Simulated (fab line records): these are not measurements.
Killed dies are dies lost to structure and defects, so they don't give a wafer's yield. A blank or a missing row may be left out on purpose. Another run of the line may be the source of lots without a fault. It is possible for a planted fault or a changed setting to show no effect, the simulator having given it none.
8D (eight disciplines) problem report, filled in by code	flow ritCmos	the parts of the form that need people (team, actions taken, sign-off) are left out

== 1. WHAT WENT WRONG ==
chamberPressureMTorr at RIT_ACTIVE_STRIP_14 reads a mean of 4802 mTorr on 5 wafers of 3 lots; wafers without a fault read 4001 mTorr with a standard deviation of 3.3. That is +99 or more standard deviations from the usual mean.
The step: strips in O2, time 180 s.
The first sign was on wafer L646.3 at day 3 21:58, on plasmaAsher-04. The record holds 45 wafers of 15 lots with a number at this step. By rule, "out" or "out of limits" means more than 4 standard deviations away from the usual mean. Any other wafer with a number is counted as sound.

== 2. WHAT THIS IS AND IS NOT ==
question	is	is not
which readings at this step	chamberPressureMTorr	drypumpMotorCurrentA
which lots	L646, L647, L650	L635, L636, L637, L638, L639, L641, L643, L644, L648, L654, L655, L656
which wafers of those lots	L646.3, L646.5, L647.3, L647.5, L650.2	L646.1, L647.6, L650.1, L650.4
read on which tools	plasmaAsher-04	plasmaAsher-01, plasmaAsher-03
when	from day 3 21:58	up to then (25 sound wafers); but 15 sound wafers of L647, L648, L650, L654, L655, L656 came after

== 3. THE SUSPECTS, EACH WITH WHAT RULES IT OUT ==
Counting: any tool at a process step up to the reading remains a suspect provided it ran every lot that is out. Sound lots after the first of them don't rule it out here, since some wafers of a struck lot are sound.
- plasmaAsher-04 at RIT_ACTIVE_STRIP_14 (strips in O2, time 180 s): kept. Every lot that is out went through it, the first being L646 (day 3 21:58); the last sound lot it ran before that was L643 (day 3 07:31). Out on those wafers are its own readings of chamberPressureMTorr.
- Within plasmaAsher-04 at RIT_ACTIVE_STRIP_14: the wafers that are out ran in chamber 1; their sound lot-mates ran in chamber 0.
After counting, what remains is plasmaAsher-04 at RIT_ACTIVE_STRIP_14.

== 4. THE CAUSE (what the simulator had put in) ==
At RIT_ACTIVE_STRIP_14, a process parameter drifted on plasmaAsher-04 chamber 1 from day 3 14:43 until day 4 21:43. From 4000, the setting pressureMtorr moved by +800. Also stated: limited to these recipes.
The count eliminated every tool but this one.

== 5. THE EFFECT CHAIN, in route order ==
One row per reading whose mean, taken over the struck wafers that have a number, lies over 3 standard deviations from the usual. Readings are gone through only where the record gives a usual standard deviation; hours: the median, over the lots, of the time from a lot's start at the first step in this table giving one to that lot's start at this step; sigmas: the change measured in usual standard deviations.
hours	step	reading	usual	on struck wafers	change	sigmas
0	RIT_ACTIVE_STRIP_14	chamberPressureMTorr	4001 mTorr	4802	+801	+99 or more
It contains these process steps:
- RIT_ACTIVE_STRIP_14: strips in O2, time 180 s.

== 6. HOW IT WOULD HAVE BEEN CAUGHT EARLIER ==
7 hours passed between the start of the fault at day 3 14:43 and the first reading out of limits in this record, taken at day 3 21:58.
